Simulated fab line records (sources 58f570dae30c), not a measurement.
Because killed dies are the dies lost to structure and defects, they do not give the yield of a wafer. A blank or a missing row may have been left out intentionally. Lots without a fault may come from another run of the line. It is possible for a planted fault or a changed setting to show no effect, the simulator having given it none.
Struck lot and sound lot, side by side | flow berkeley cmos170 | 15 out of 331 route steps
Sound: these wafers, L163.1, L163.2, L163.5. Wafers L172.2, L172.3, L172.5 were the ones struck. Last of all comes the cause.
At each step with rows: each side's tool, then ch and its chambers, then its first start. Under that, the readings that differ: sound wafers | struck wafers | difference of the means | sigmas: that difference in standard deviations of wafers without a fault.
alike: a reading whose means differ by less than 2 such deviations, as well as words and numbers matching on both sides. not compared: withheld readings; readings where some wafer has no value; bounds like >300 that might hide an equal value; numbers whose values overlap and for which the record gives no deviation.
Wherever a step has rows on one side only, a row that says differs or no value, or a row with sigmas, the two part there. Numbers that have no deviation but don't overlap get no sigmas and don't part them. A reading that every wafer of one side lacks parts them only if that side has two wafers or more.

UCB170_SCREENOX_THK_MEAS_02:
  sound on film metro-01, day 5 21:45; struck on film metro-02, day 7 21:26
  alike: SCREENOX_OXIDE_THK
then, 7 steps without rows for these wafers: UCB170_SCREENOX_ANNEAL_03 (time 900 s); UCB170_NVT_HMDS_00 (prime time 60 s); UCB170_NVT_COAT_01 (resist thk 900 nm); UCB170_NVT_SOFTBAKE_02 (time 60 s); UCB170_NVT_EXPOSE_03 (exposes mask PWELL, target cd 3000 nm); UCB170_NVT_PEB_04; UCB170_NVT_DEVELOP_05 (develop time 45 s).
UCB170_NVT_OVL_MEAS_06:
  sound on overlay-02, day 6 05:17; struck on overlay-01, day 8 05:05
  alike: NVT_OVL
following that, these wafers have no rows for 1 step: UCB170_NVT_IMPLANT_07.
UCB170_NVT_STRIP_08: strips in O2.
  sound on plasma asher-02 ch 0,1, day 6 05:28; struck on plasma asher-03 ch 1, day 8 05:16
  alike: drypump motor current A, o2 flow sccm, oes product au, strip time to endpoint s
  not compared: rf hours counter h
UCB170_NVT_TW_MEAS_09:
  sound on film metro-04, day 6 05:34; struck on film metro-04, day 8 05:23
  alike: NVT_TW
UCB170_NVT_CLEAN_10: cleans in SPM, time 600 s.
  sound on wet bench-04 ch 1, day 6 06:47; struck on wet bench-03 ch 0, day 8 05:26
  no value came back on the struck wafers for bath guard temp C (C), bath heat duty pct (%), time s (s); on the sound wafers bath guard temp C (C) reads 120.7 120.4 121.0
then, 1 step without rows for these wafers: UCB170_PVT_HMDS_00 (prime time 60 s).
-- the record jumps here: 3 days lie between the struck wafers' starts before and after (it left off in module PVT and takes up again in module M3, whose first step shown is number 331 of the route) --
UCB170_M3_PROBE_99:
  record: rows for the struck wafers here (prober-01, day 10 21:46), none for the sound ones

## WHERE THEY PART
At UCB170_NVT_CLEAN_10 first; at UCB170_M3_PROBE_99 last (within this record only).

WHY: what had been put in by the simulator
Skipped step whole: wet bench-03, from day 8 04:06 on, at UCB170_NVT_CLEAN_10. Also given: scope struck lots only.
